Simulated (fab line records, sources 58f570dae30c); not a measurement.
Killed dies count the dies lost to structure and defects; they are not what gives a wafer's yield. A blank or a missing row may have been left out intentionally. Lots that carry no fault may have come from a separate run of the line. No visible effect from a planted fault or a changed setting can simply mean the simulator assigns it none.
fab line records	flow berkeleyCmos170
[record] lots = 6	wafers = 17	lastDay = 12
route steps=331 shown M3@315
lots untouched by any fault: they come from a run of this same line in which no faults occurred
startH: hours from the record's first day to the start of the lot's first wafer shown	waitH: how many hours have passed since the lot's step before this one	" repeats the value in the row above	L1.1+2: several wafers, shown together as one row	- no value, or no start was given	* or withheld: withheld	< > ~ a bound
route shown NAME@n: NAME is a module with steps in the file, n the number in the route of the first one	usual: mean/standard deviation of fault-free wafers	same: alike in all rows	chamber/n: place in a boat	sites: the reading at each site	_std_site: standard deviation of those values	_edge_site: mean of outer sites minus mean of inner sites	radiusMm: for every site, how far away it sits from the centre of the wafer	mask NAME#n: copy n	behind: the most recent tool/chamber to have shaped the wafer	hold: the reason the lot was held/the length of the hold in hours/how it ended	device: the transistor (n, p or np) that didn't switch	end of line: the same wafers' tests at the end of the route	for a step that has no rows: nothing shown but its recipe	killed: at the first sort, the dies lost to defects and structure; wafer yield is something else	map: a wafer's dies, marking killed ones x, the rest . and places with no die _
set.NAME: the setting that was run; set.NAME@STEP: the one run at that earlier step	model.NAME: the simulator's own value behind a step, which no gauge read
certain route steps with their lots: each step a table, each wafer a row
services: the hour from which a tool's chamber was out of use, counted from the record's first day as startH (under 0 if before that day), plus the number of hours and why
[[steps]]
[step UCB170_M3_SOFTBAKE_06]
[recipe] resist = KrF	tempC = 130	timeS = 60
[step UCB170_M3_STRIP_07]
[recipe] chemistry = O2	powerW = 400	pressureMtorr = 3500	platenTempC = withheld	o2FlowSccm = 400	overashFraction = 0.5
[usual] drypumpMotorCurrentA = 5.5/0.61	oesProductAu = 0.735/0.0041	stripTimeToEndpointS = 21.96/0.069
lot.wafer	tool	chamber	startH	waitH	drypumpMotorCurrentA	oesProductAu	rfHoursCounterH	stripTimeToEndpointS
L368.1	plasmaAsher-01	0	188.19	0.1	5.3	0.732	49	21.86
L368.3	"	1	"	"	4.6	0.737	-	21.84
L368.4	"	0	"	"	5.3	0.741	-	21.83
L375.2	plasmaAsher-04	1	212.47	0.1	6.4	0.733	47	21.92
L375.3	"	0	"	"	5.7	0.733	-	21.92
L375.4	"	1	"	"	6.4	0.733	-	21.91
L380.4	plasmaAsher-04	0	247.71	0.1	5.7	0.741	-	21.96
L380.5	"	0	"	"	5.7	0.731	-	21.95
L386.1	plasmaAsher-01	1	271.81	0.1	4.6	0.733	58	21.94
L386.2	"	0	"	"	5.3	0.729	58	21.95
L386.3	"	1	"	"	4.6	0.731	-	21.89
L390.1	plasmaAsher-02	0	276.39	0.1	5.8	0.737	18	21.96
L390.3	"	0	"	"	5.8	0.738	-	21.99
L390.6	"	0	"	"	5.8	0.733	-	21.95
L391.2	plasmaAsher-01	1	283.60	0.1	4.6	0.727	59	21.92
L391.4	"	1	"	"	4.6	0.734	-	21.94
L391.6	"	0	"	"	5.3	0.732	-	21.91
[step UCB170_M3_STRIP_08]
[recipe] chemistry = DMSO	tempC = 80	timeS = 600	material = KrF
[step UCB170_M3_COAT_09]
[recipe] resist = BARC	tempC = withheld	timeS = withheld	spinRpm = 3000	resistThkNm = withheld
[step UCB170_M3_COAT_10]
[recipe] resist = KrF	spinRpm = 1500	resistThkNm = 900
[step UCB170_M3_SOFTBAKE_11]
[recipe] resist = KrF	tempC = 130	timeS = 60
[step UCB170_M3_EXPOSE_12]
[recipe] maskId = METAL3	targetCdNm = 700	na = 0.5	sigmaOuter = 0.6	sourceShape = conventional	doseMj = 26
[step UCB170_M3_PEB_13]
[recipe] pebTempC = 130	pebTimeS = withheld	resist = KrF
[step UCB170_M3_DEVELOP_14]
[recipe] developer = TMAH	developTimeS = 45	resist = KrF	devTempC = 21
[step UCB170_M3_CD_MEAS_15]
[recipe] targetCdNm = 700
[usual] cdNm = 699.9/1.2
lot.wafer	tool	chamber	startH	waitH	cdNm
L368.1	cdSem-01	-	190.64	-	702.5
L368.3	"	-	"	"	703.2
L368.4	"	-	"	"	703.5
L375.2	cdSem-01	-	214.01	-	700.7
L375.3	"	-	"	"	702.4
L375.4	"	-	"	"	700.1
L380.4	cdSem-01	-	250.14	-	700.6
L380.5	"	-	"	"	700.9
L386.1	cdSem-01	-	274.14	-	701.9
L386.2	"	-	"	"	699.1
L386.3	"	-	"	"	701.2
L390.1	cdSem-01	-	277.78	-	698.8
L390.3	"	-	"	"	700.6
L390.6	"	-	"	"	699.7
L391.2	cdSem-01	-	284.87	-	698.9
L391.4	"	-	"	"	699.7
L391.6	"	-	"	"	698.9
[step UCB170_M3_OVL_MEAS_16]
[usual] M3_OVL = -2/6.2
lot.wafer	tool	chamber	startH	waitH	M3_OVL[nm]
L368.1	overlay-02	-	190.76	0.1	-1
L368.3	"	-	"	"	-7
L368.4	"	-	"	"	-5
L375.2	overlay-01	-	214.11	0.1	-5
L375.3	"	-	"	"	-6
L375.4	"	-	"	"	1
L380.4	overlay-01	-	250.22	0.1	-13
L380.5	"	-	"	"	-13
L386.1	overlay-02	-	274.26	0.1	4
L386.2	"	-	"	"	-3
L386.3	"	-	"	"	0
L390.1	overlay-02	-	277.90	0.1	2
L390.3	"	-	"	"	1
L390.6	"	-	"	"	1
L391.2	overlay-02	-	284.97	0.1	1
L391.4	"	-	"	"	-4
L391.6	"	-	"	"	2
[step UCB170_M3_ETCH_17]
[recipe] chemistry = N2/H2	targetDepthA = withheld	overetchA = withheld	target = BARC	timeS = withheld	sourceW = 500	biasW = 100	pressureMtorr = 30	n2FlowSccm = 100	h2FlowSccm = 200
[usual] drypumpMotorCurrentA = 5.6/0.46	oesProductAu = 0.998/0.024	throttleValvePct = 13.28/0.19
lot.wafer	tool	chamber	startH	waitH	drypumpMotorCurrentA	oesProductAu	throttleValvePct
L368.1	rieDiel-04	2	190.79	0.0	5.8	0.980	13.34
L368.3	"	0	"	"	6.2	1.026	13.42
L368.4	"	2	"	"	5.8	0.991	13.33
L375.2	rieDiel-03	2	214.14	0.0	5.7	1.035	13.21
L375.3	"	3	"	"	6.1	0.978	13.24
L375.4	"	1	"	"	5.4	0.992	13.04
L380.4	rieDiel-03	0	250.24	0.0	5.6	1.000	13.67
L380.5	"	3	"	"	6.1	0.977	13.27
L386.1	rieDiel-03	2	274.30	0.0	5.7	1.034	13.21
L386.2	"	0	"	"	5.6	1.002	13.69
L386.3	"	1	"	"	5.4	1.000	13.05
L390.1	rieDiel-03	0	277.94	0.0	5.5	0.991	13.68
L390.3	"	1	"	"	5.4	0.988	13.04
L390.6	"	0	"	"	5.5	1.002	13.71
L391.2	rieDiel-02	2	285.00	0.0	5.0	0.990	13.18
L391.4	"	2	"	"	5.0	0.983	13.18
L391.6	"	0	"	"	4.8	1.012	13.26
[step UCB170_M3_METAL_ETCH_18]
[recipe] chemistry = Cl2/BCl3	target = Al	stopOn = SiO2	pressureMtorr = 12	targetDepthA = 11700	overEtchFrac = 0.3	timeS = 195	icpW = 600	biasW = 120	Cl2_flow_sccm = 90	bcl3FlowSccm = 45
[usual] drypumpMotorCurrentA = 5.46/0.21	oesProductAu = 0.848/0.014	throttleValvePct = 24.4/0.3
lot.wafer	tool	chamber	startH	waitH	drypumpMotorCurrentA	oesProductAu	rfHoursCounterH	throttleValvePct	model.KrF_of_M3_COAT_10.thkNm	model.M3.featureDepthNm	model.etch.depthNm
L368.1	rieMetal-03	1	190.83	-	5.41	0.869	6	24.6	211.4	976.9	920.9
L368.3	"	1	"	"	5.39	0.865	-	24.6	214.9	959.3	903.6
L368.4	"	0	"	"	5.48	0.837	-	24.2	231	956.1	899.8
L375.2	rieMetal-02	1	214.18	-	5.63	0.841	9	24.6	205.3	959.7	903.8
L375.3	"	0	"	"	5.76	0.855	-	24.4	195.1	970.2	910.3
L375.4	"	1	"	"	5.65	0.831	-	24.5	210.5	942.3	886.8
L380.4	rieMetal-02	0	250.34	-	5.83	1.025	-	24.3	412.1	819.7	819.7
L380.5	"	0	"	"	5.83	1.021	-	24.3	411.9	820.8	820.8
L386.1	rieMetal-02	1	274.34	-	5.66	0.824	11	24.5	202.3	946.2	890
L386.2	"	0	"	"	5.76	1.029	3	24.3	411.9	826.9	826.9
L386.3	"	0	"	"	5.83	1.038	-	24.3	407.8	833.1	833.1
L390.1	rieMetal-04	0	277.98	-	5.26	0.844	3	23.9	223	976.1	920.8
L390.3	"	0	"	"	5.28	0.837	-	23.9	217.2	962.3	906.6
L390.6	"	0	"	"	5.24	0.836	-	23.9	221.9	952.2	897
L391.2	rieMetal-03	1	285.11	-	5.44	0.853	-	24.6	214.5	947.4	891.7
L391.4	"	1	"	"	5.43	0.872	-	24.6	218.3	968.5	913.1
L391.6	"	1	"	"	5.41	0.856	-	24.6	218.7	951.4	896
[step UCB170_M3_STRIP_19]
[recipe] chemistry = O2	powerW = 400	pressureMtorr = 3500	platenTempC = withheld	o2FlowSccm = 400	overashFraction = 0.5
[usual] drypumpMotorCurrentA = 5.6/0.56	oesProductAu = 0.542/0.018
lot.wafer	tool	chamber	startH	waitH	drypumpMotorCurrentA	oesProductAu	rfHoursCounterH
L368.1	plasmaAsher-04	0	191.02	0.1	5.7	0.542	46
L368.3	"	1	"	"	6.4	0.530	-
L368.4	"	0	"	"	5.7	0.566	-
L375.2	plasmaAsher-02	0	214.37	0.1	5.8	0.536	11
L375.3	"	1	"	"	6.0	0.525	-
L375.4	"	0	"	"	5.8	0.546	-
L380.4	plasmaAsher-04	0	250.50	0.1	5.6	0.720	-
L380.5	"	0	"	"	5.7	0.717	-
L386.1	plasmaAsher-02	1	274.53	0.1	6.0	0.541	18
L386.2	"	0	"	"	5.8	0.713	18
L386.3	"	0	"	"	5.8	0.725	-
L390.1	plasmaAsher-01	0	278.36	0.3	5.2	0.551	58
L390.3	"	0	"	"	5.2	0.553	-
L390.6	"	1	"	"	4.6	0.557	-
L391.2	plasmaAsher-01	1	285.42	0.2	4.6	0.541	59
L391.4	"	0	"	"	5.3	0.558	-
L391.6	"	1	"	"	4.6	0.547	-
[step UCB170_M3_CD_MEAS_90]
[recipe] targetCdNm = 700
[usual] cdNm = 701/3.7
lot.wafer	tool	chamber	startH	waitH	cdNm
L368.1	cdSem-01	-	191.12	0.1	699
L368.3	"	-	"	"	699
L368.4	"	-	"	"	703
L375.2	cdSem-01	-	214.49	0.1	704
L375.3	"	-	"	"	698
L375.4	"	-	"	"	707
L380.4	cdSem-01	-	250.63	0.1	716
L380.5	"	-	"	"	715
L386.1	cdSem-02	-	274.63	0.1	702
L386.2	"	-	"	"	718
L386.3	"	-	"	"	718
L390.1	cdSem-02	-	278.46	0.1	697
L390.3	"	-	"	"	699
L390.6	"	-	"	"	697
L391.2	cdSem-02	-	285.54	0.1	708
L391.4	"	-	"	"	707
L391.6	"	-	"	"	703
[step UCB170_M3_BOW_MEAS_20]
[recipe] mode = bow
[usual] M3_BOW = 38/7.4
lot.wafer	tool	chamber	startH	waitH	M3_BOW[um]
L368.1	filmMetro-02	-	191.24	0.1	35
L368.3	"	-	"	"	41
L368.4	"	-	"	"	34
L375.2	filmMetro-04	-	214.61	0.1	39
L375.3	"	-	"	"	29
L375.4	"	-	"	"	45
L380.4	filmMetro-03	-	250.75	0.1	23
L380.5	"	-	"	"	49
L386.1	filmMetro-03	-	274.75	0.1	47
L386.2	"	-	"	"	37
L386.3	"	-	"	"	25
L390.1	filmMetro-03	-	278.58	0.1	33
L390.3	"	-	"	"	53
L390.6	"	-	"	"	34
L391.2	filmMetro-02	-	285.66	0.1	48
L391.4	"	-	"	"	41
L391.6	"	-	"	"	37
[step UCB170_M3_PROBE_99]
lot.wafer	tool	chamber	startH	waitH	model.etest.antennaM2.short	model.etest.antennaM3.overLimit	model.etest.antennaM2.overLimit	model.etest.antennaM3.short
L368.1+3+4	prober-01	-	191.36	0.1	0	0	0	0
L375.2+3+4	prober-02	-	214.76	0.1	0	0	0	0
L380.4+5	prober-01	-	250.96	0.2	1	1	1	1
L386.1	prober-02	-	274.87	0.1	0	0	0	0
L386.2	prober-02	-	274.92	0.1	1	1	1	1
L390.3+6	prober-01	-	278.80	0.2	0	0	0	0
L391.2+4+6	prober-01	-	285.81	0.1	0	0	0	0
// killed by level:class
L368.1 M2:geometricParticle:short=1
L368.3 GATE:geometricParticle:short=2 GATE:geometricParticle:open=1 SILICIDE:geometricParticle:short=1 V1:geometricParticle:open=1 V2:geometricParticle:short=1 V2:geometricParticle:open=1
L368.4 START:geometricParticle:short=1 SACOX:geometricParticle:short=1 GATE:geometricParticle:open=1
L375.2 GATE:geometricParticle:open=2 ACTIVE:areaEtch=2 FIELD:geometricParticle:short=1 FIELD:geometricParticle:open=1 V1:geometricParticle:open=1 V2:geometricParticle:open=1
L375.3 WELLDRIVE:geometricParticle:short=1 GATE:geometricParticle:open=1 SPACER:geometricParticle:open=1
L375.4 NWELL:areaEtch=5 ACTIVE:geometricParticle:short=1 FIELD:geometricParticle:short=1 SPACER:geometricParticle:short=1 SILICIDE:geometricParticle:open=1
L390.3 NWELL:areaEtch=4 SCREENOX:geometricParticle:short=1 M2:geometricParticle:open=1
L390.6 M2:geometricParticle:short=2 SCREENOX:geometricParticle:short=1 SILICIDE:geometricParticle:open=1
L391.2 PWELL:areaEtch=3 SPACER:geometricParticle:short=2 START:geometricParticle:short=1 CONTACT:geometricParticle:short=1 NWELL:areaEtch=1 ACTIVE:areaEtch=1
L391.4 ACTIVE:areaEtch=7 SILICIDE:geometricParticle:open=1 M2:geometricParticle:short=1
L391.6 ACTIVE:areaEtch=2 PWELL:areaEtch=1
[[services]]
tool	chamber	startH	hours	kind
rieMetal-04	1	167.22	7.1	repair
plasmaAsher-04	-	167.26	5.8	repair
plasmaAsher-01	-	176.79	3.4	repair
rieMetal-03	1	178.47	8.0	repair
rieDiel-02	1	179.85	-	clean
rieDiel-02	1	179.85	18.8	scheduledDown
rieDiel-02	1	179.85	18.8	ventCycle
rieDiel-04	3	189.82	8.7	repair
rieDiel-02	3	207.45	8.0	repair
rieDiel-03	0	211.18	20.7	repair
plasmaAsher-01	-	211.97	2.7	repair
rieDiel-04	1	225.07	9.6	repair
rieDiel-04	-	231.33	0.4	repair
rieMetal-04	-	248.40	0.5	repair
rieMetal-04	1	276.04	-	clean
rieDiel-04	-	276.96	2.8	pm
rieMetal-03	0	278.66	-	clean
[[key]]
[firstSign] step = UCB170_M3_METAL_ETCH_18	reading = oesProductAu	direction = up	sigmas = 13	usual = 0.848	struck = 1.028
[effect] step = UCB170_M3_STRIP_19	reading = oesProductAu	direction = up	sigmas = 9.8	usual = 0.542	struck = 0.719
[effect] step = UCB170_M3_CD_MEAS_90	reading = cdNm	direction = up	sigmas = 4.3	usual = 701	struck = 716
[modelEffect] step = UCB170_M3_METAL_ETCH_18	value = KrF_of_M3_COAT_10.thkNm	without = 171.5	struck = 410.9
[modelEffect] step = UCB170_M3_PROBE_99	value = etest.antennaM2.short	without = 0	struck = 1
metAt UCB170_M3_METAL_ETCH_18
struckWafers L380.4,L380.5,L386.2,L386.3
laterRowsLeftOut L380.4,L380.5,L386.2
sortLeftOut L380.4,L380.5,L386.2,L386.3
testerLeftOut L380
onsetBetween 214.18 250.34
[earlierFault] kind = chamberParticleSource	tool = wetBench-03	chamber = 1	onsetH = 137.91	steps = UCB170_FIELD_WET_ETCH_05	ratePerVisitCm2 = 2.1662	endH = 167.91
[fault] kind = processParameterDrift	tool = rieMetal-02	chamber = 0	onsetH = 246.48	steps = UCB170_M3_METAL_ETCH_18	channel = targetDepthA	offset = *	shape = step	endH = 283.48	actsIn = *	stated = *
// testerLeftOut: of these lots the tester's yield and bins aren't shown, on N5 and GAA mostly nor the transistor test; their killed dies are dies lost to structure and defects alone, not to doping, threshold or leakage, so they don't give the yield
// sortLeftOut: the simulated sort isn't trusted on such a fault, so these wafers' sort isn't shown, and their yield isn't known
// laterRowsLeftOut: the simulator's readings of these wafers behind a module that went badly wrong aren't trusted and aren't shown, but for the sort
